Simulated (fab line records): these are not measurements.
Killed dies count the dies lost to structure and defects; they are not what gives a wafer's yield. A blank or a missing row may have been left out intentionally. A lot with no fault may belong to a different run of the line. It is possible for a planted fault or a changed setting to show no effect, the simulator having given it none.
Which of the tools did it?	flow rit-cmos	45 wafers from 15 lots sampled at 4 of the route's 202 steps

WHAT THE GAUGES SHOWED, per wafer
RIT_WELLDRIVE_RS_MEAS_01: measures by four-point-probe.
lot	measured	on	NWELL_RS (ohm/sq)
L976	day 2 11:08	film-metro-01	275.7 275.1 275.9
L977	day 2 16:05	film-metro-04	274.9 274.9 275.8
L978	day 2 19:51	film-metro-01	274.6 274.6 274.6
L979	day 3 00:32	film-metro-03	275.0 276.2 275.9
L980	day 3 05:39	film-metro-01	276.2 276.9 277.5
L981	day 3 08:29	film-metro-03	276.5 276.7 276.0
L982	day 3 15:57	film-metro-03	276.1 276.8 275.9
L983	day 3 23:37	film-metro-03	276.6 276.8 277.0
L984	day 4 05:14	film-metro-01	274.9 274.8 275.8
L985	day 4 06:16	film-metro-03	276.7 276.3 275.8
L986	day 4 10:22	film-metro-04	275.5 274.9 275.5
L989	day 5 00:01	film-metro-01	275.0 275.8 275.7
L990	day 5 06:10	film-metro-01	274.1 274.5 274.8
L992	day 5 19:14	film-metro-04	275.6 275.7 275.6
L997	day 6 13:52	film-metro-03	276.8 276.4 277.4

RIT_PRETRO_TW_MEAS_10.
lot	measured	on	PRETRO_TW
L976	day 2 14:49	film-metro-04	468 469 468
L977	day 2 19:34	film-metro-04	470 470 470
L978	day 2 23:20	film-metro-04	471 468 472
L979	day 3 04:04	film-metro-04	472 469 473
L980	day 3 08:55	film-metro-04	474 471 470
L981	day 3 11:53	film-metro-02	482 484 481
L982	day 3 19:34	film-metro-01	479 479 477
L983	day 4 03:07	film-metro-01	481 476 476
L984	day 4 08:46	film-metro-01	475 476 479
L985	day 4 10:05	film-metro-04	472 469 469
L986	day 4 13:50	film-metro-02	482 482 482
L989	day 5 03:25	film-metro-01	239 241 238 239 240 240
L990	day 5 09:43	film-metro-04	233 237 233 233 236 233
L992	day 5 22:38	film-metro-01	241 240 235 240 240 236
L997	day 6 17:47	film-metro-02	481 481 482

RIT_FOX2_THK_MEAS_91.
lot	measured	on	FIELD_OXIDE_LEFT_2_THK (nm)
L976	day 2 15:17	film-metro-01	250 246 251
L977	day 2 20:02	film-metro-02	258 257 256
L978	day 2 23:49	film-metro-02	261 262 260
L979	day 3 04:34	film-metro-03	255 246 246
L980	day 3 09:38	film-metro-03	250 253 256
L981	day 3 12:24	film-metro-02	257 246 253
L982	day 3 20:03	film-metro-03	246 249 243
L983	day 4 03:35	film-metro-01	257 259 260
L984	day 4 09:19	film-metro-03	242 240 243
L985	day 4 10:37	film-metro-01	236 245 243
L986	day 4 14:23	film-metro-02	254 251 258
L997	day 6 18:19	film-metro-01	252 259 255

WHAT TOOL EACH LOT RAN ON (gives the tool, then ch and the chambers of the sampled wafers, and finally the start)
lot	RIT_PRETRO_IMPLANT_08
L976	implanter-04 ch 0, day 2 14:30
L977	implanter-01 ch 0, day 2 19:15
L978	implanter-02 ch 0, day 2 23:01
L979	implanter-02 ch 0, day 3 03:44
L980	implanter-01 ch 0, day 3 08:37
L981	implanter-01 ch 0, day 3 11:34
L982	implanter-01 ch 0, day 3 19:14
L983	implanter-01 ch 0, day 4 02:47
L984	implanter-02 ch 0, day 4 08:26
L985	implanter-04 ch 0, day 4 09:46
L986	implanter-01 ch 0, day 4 13:32
L989	implanter-01 ch 0, day 5 03:07
L990	implanter-01 ch 0, day 5 09:23
L992	implanter-01 ch 0, day 5 22:19
L997	implanter-02 ch 0, day 6 17:16
- RIT_PRETRO_IMPLANT_08

WHAT THE TOOLS THEMSELVES READ (means of the sampled wafers that have a number; where no wafer has one, the mark that the record gives instead)
RIT_PRETRO_IMPLANT_08.
lot	tool	dose-ions-cm2	faraday-current-uA	tilt-deg (degrees)
L976	implanter-04	1.2009e+13	37.3	6.964
L977	implanter-01	1.2015e+13	38.3	6.999
L978	implanter-02	1.2000e+13	38.2	7.004
L979	implanter-02	1.1999e+13	38.6	7.019
L980	implanter-01	1.1997e+13	37.8	7.015
L981	implanter-01	1.1986e+13	38.1	7.010
L982	implanter-01	1.1999e+13	38.3	6.993
L983	implanter-01	1.2012e+13	38.3	6.986
L984	implanter-02	1.2002e+13	37.6	7.021
L985	implanter-04	1.2002e+13	38.4	6.999
L986	implanter-01	1.1991e+13	37.6	6.989
L989	implanter-01	1.2093e+12	3.8	6.988
L990	implanter-01	1.1987e+12	3.8	6.989
L992	implanter-01	1.2023e+12	3.8	7.009
L997	implanter-02	1.2000e+13	37.6	7.010

THE ANSWER, worked out from the rows above alone
Rule: the usual values come from the lots themselves. Put in order of their means at a reading, lots are off if they are a third of the lots or fewer, leave a main group of 4 or more, and stand apart from it by a gap of 3 or more times the standard deviation of the main group's means; of several such gaps the widest counts. If all means in a main group match to the digits the tables above print for the reading, that group is not used. Also off: a lot with no number at a reading for which 4 or more lots have one. All remaining lots with rows at the step are treated as sound. The gauges are gone through in route order, then the tools' own readings, and for those a lot's mean is taken as printed above. At the first step where some lot is off, the reading lying furthest off is the one used; lots without a number count as furthest.
Off: at RIT_PRETRO_TW_MEAS_10 (PRETRO_TW), L989, L990, L992. Mean 475 and standard deviation 5 in the main group.
A tool fits if, at a process step before that reading, it ran every lot that is off, and no sound lot after the first of them. The gauges at RIT_PRETRO_TW_MEAS_10 aren't tried: what is off there is off at RIT_PRETRO_IMPLANT_08 too, on other tools, and a gauge's error can't cause that. One fits: implanter-01 at RIT_PRETRO_IMPLANT_08. A fault onset in the window from L986 (day 4 13:32, its last sound lot) to L989 (day 5 03:07, its first lot off) fits.
The tool's own readings at RIT_PRETRO_IMPLANT_08 bear it out: on the lots that are off they differ by more than 5 times the standard deviation of the sound lots' means. dose-ions-cm2 reads 1.2034e+12 there against 1.2001e+13 on the sound lots; faraday-current-uA reads 3.8 there against 38.0 on the sound lots.

WHAT THE SIMULATOR HAD INSERTED
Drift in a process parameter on implanter-01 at RIT_PRETRO_IMPLANT_08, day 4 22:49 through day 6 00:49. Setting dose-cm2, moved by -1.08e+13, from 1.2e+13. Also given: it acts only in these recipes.
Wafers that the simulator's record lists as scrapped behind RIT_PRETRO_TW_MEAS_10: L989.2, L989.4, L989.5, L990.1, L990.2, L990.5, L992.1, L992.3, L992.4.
Struck lots among those shown: L989, L990, L992. The rule above found the same.
